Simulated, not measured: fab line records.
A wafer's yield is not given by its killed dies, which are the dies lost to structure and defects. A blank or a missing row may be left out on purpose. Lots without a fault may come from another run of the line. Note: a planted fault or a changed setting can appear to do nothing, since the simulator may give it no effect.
Problem report, 8D (eight disciplines) form, completed by code :: flow berkeley-cmos170 :: the parts of the form that need people (team, actions taken, sign-off) are left out

== 1. WHAT WENT WRONG ==
killed_at_M0_to_M3 at UCB170_M3_PROBE_99 reads a mean of 20.8 on 4 wafers of 2 lots; wafers without a fault read 0.9 with a standard deviation of 0.86. Relative to the usual mean, that is a shift of +23 standard deviations.
Earliest sighting: wafer L774.1 on prober-02 at day 11 23:54. The record has a number at this step for 42 wafers belonging to 14 lots. By rule, "out" or "out of limits" means more than 4 standard deviations away from the usual mean. The rest of the wafers with a number are treated as sound.

== 2. WHAT IT IS, AND WHAT IT ISN'T ==
question: which readings at this step
is: killed_at_M0_to_M3, defect-limited-yield, killed-dies, killed-on-rim
is not: killed-open, killed-short

question: which lots
is: L773, L774
is not: L753, L754, L756, L757, L758, L760, L761, L762, L763, L764, L775, L776

question: which wafers of those lots
is: L773.2, L773.3, L774.1, L774.5
is not: L773.1, L774.6

question: read on which tools
is: prober-01, prober-02
is not: -

question: when
is: from day 11 23:54
is not: up to then (30 sound wafers); but 8 sound wafers of L773, L774, L775, L776 came after

== 3. THE SUSPECTS, EACH WITH WHAT RULES IT OUT ==
Counting: if a tool at a process step up to the reading ran every lot that is out, it stays a suspect. Sound lots after the first of them don't rule it out here, since some wafers of a struck lot are sound.
- rie-metal-03 at UCB170_M2_METAL_ETCH_18 (etches Al in Cl2/BCl3, stops on SiO2, target depth 1170 nm, time 195 s): kept. Ran every lot that is out, first one L774 (day 11 17:22); last sound lot up to then L764 (day 9 15:59).
- The sound lot-mates ran in chamber 0 of rie-metal-03 at UCB170_M2_METAL_ETCH_18, but the wafers that are out ran in chamber 1.
After counting, what remains is rie-metal-03 at UCB170_M2_METAL_ETCH_18.

== 4. THE CAUSE (what the simulator had put in) ==
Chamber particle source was rie-metal-03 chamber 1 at UCB170_M2_METAL_ETCH_18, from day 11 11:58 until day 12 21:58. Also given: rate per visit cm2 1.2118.
This tool alone remained once counting was done.

== 5. THE EFFECT CHAIN, in route order ==
Each row: a reading where the mean over the struck wafers with a number is more than 3 standard deviations away from the usual. Only readings for which the record gives a usual standard deviation are gone through. hours: the time from each lot's start at the first step in this table that gives one to its start at this step, as a median over the lots. sigmas: the change in usual standard deviations.
hours: 0
step: UCB170_M3_PROBE_99
reading: defect-limited-yield
usual: 98.8 %
on struck wafers: 90.9
change: -7.9
sigmas: -11

hours: 0
step: UCB170_M3_PROBE_99
reading: killed_at_M0_to_M3
usual: 0.9
on struck wafers: 20.8
change: +19.9
sigmas: +23

hours: 0
step: UCB170_M3_PROBE_99
reading: killed-dies
usual: 3.2
on struck wafers: 24.0
change: +20.8
sigmas: +11

hours: 0
step: UCB170_M3_PROBE_99
reading: killed-on-rim
usual: 0.9
on struck wafers: 10.0
change: +9.1
sigmas: +8.3
Here are the process steps it includes:
- UCB170_M3_PROBE_99

== 6. WHAT WOULD HAVE CAUGHT IT SOONER ==
The fault began at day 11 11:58; the first out-of-limits reading in this record came at day 11 23:54, 12 hours later.
An alarm limit of 4 standard deviations would not have fired on the tool readings at UCB170_M2_METAL_ETCH_18 for which the record gives a usual standard deviation, since none of them was out on any struck wafer.
By day 11 23:54, every lot that is out (2) had started UCB170_M2_METAL_ETCH_18 on rie-metal-03. None of them would have been spared by holding the tool at that moment.
